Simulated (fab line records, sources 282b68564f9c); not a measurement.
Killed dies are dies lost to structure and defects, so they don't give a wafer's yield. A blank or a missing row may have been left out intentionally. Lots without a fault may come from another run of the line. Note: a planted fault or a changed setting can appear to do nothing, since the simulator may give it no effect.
Which of the tools did it?    flow rit cmos    21 wafers from 7 lots sampled at 2 of the route's 202 steps

## WHAT THE GAUGES READ, wafer by wafer
RIT_PWELL_TW_MEAS_10.
lot   measured     on             PWELL_TW
L717  day 2 10:08  film metro-04  946 944 946
L719  day 2 19:55  film metro-02  940 941 941
L721  day 3 05:59  film metro-02  937 932 940
L727  day 4 10:43  film metro-02  1054 1055 1061
L731  day 5 07:29  film metro-02  940 938 932
L734  day 5 22:41  film metro-02  940 937 942
L737  day 6 13:22  film metro-03  932 926 928

## EACH LOT AND THE TOOL THAT RAN IT (in order: tool; ch and the chambers of the sampled wafers; start)
lot   RIT_PWELL_IMPLANT_08
L717  implanter-02 ch 0, day 2 09:49
L719  implanter-01 ch 0, day 2 19:36
L721  implanter-02 ch 0, day 3 05:41
L727  implanter-03 ch 0, day 4 10:24
L731  implanter-01 ch 0, day 5 07:10
L734  implanter-02 ch 0, day 5 22:23
L737  implanter-02 ch 0, day 6 13:04
- RIT_PWELL_IMPLANT_08

## THE ANSWER, worked out from the rows above alone
Rule: the lots themselves supply what counts as usual. Put in order of their means at a reading, lots are off if they are a third of the lots or fewer, leave a main group of 4 or more, and stand apart from it by a gap of 3 or more times the standard deviation of the main group's means; of several such gaps the widest counts. A main group is skipped when, at the precision printed for the reading in the tables above, its means are all equal. Also off: a lot with no number at a reading for which 4 or more lots have one. All remaining lots with rows at the step are treated as sound.
Off: L727, at RIT_PWELL_TW_MEAS_10 (PWELL_TW). The main group has a mean of 938 with a standard deviation of 5.1.
A tool fits if, at a process step before that reading, it ran every lot that is off, and no sound lot after the first of them. Gauges at RIT_PWELL_TW_MEAS_10: tried the same way as those tools. One candidate fits, namely implanter-03 at RIT_PWELL_IMPLANT_08. It ran no sound lot before its first lot that is off in this sample, so the start can't be narrowed down.

## WHAT WAS PUT IN BY THE SIMULATOR
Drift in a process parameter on implanter-03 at RIT_PWELL_IMPLANT_08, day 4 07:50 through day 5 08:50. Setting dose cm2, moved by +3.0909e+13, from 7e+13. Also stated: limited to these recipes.
Struck lots among those shown: L727. The rule above reached the same finding.
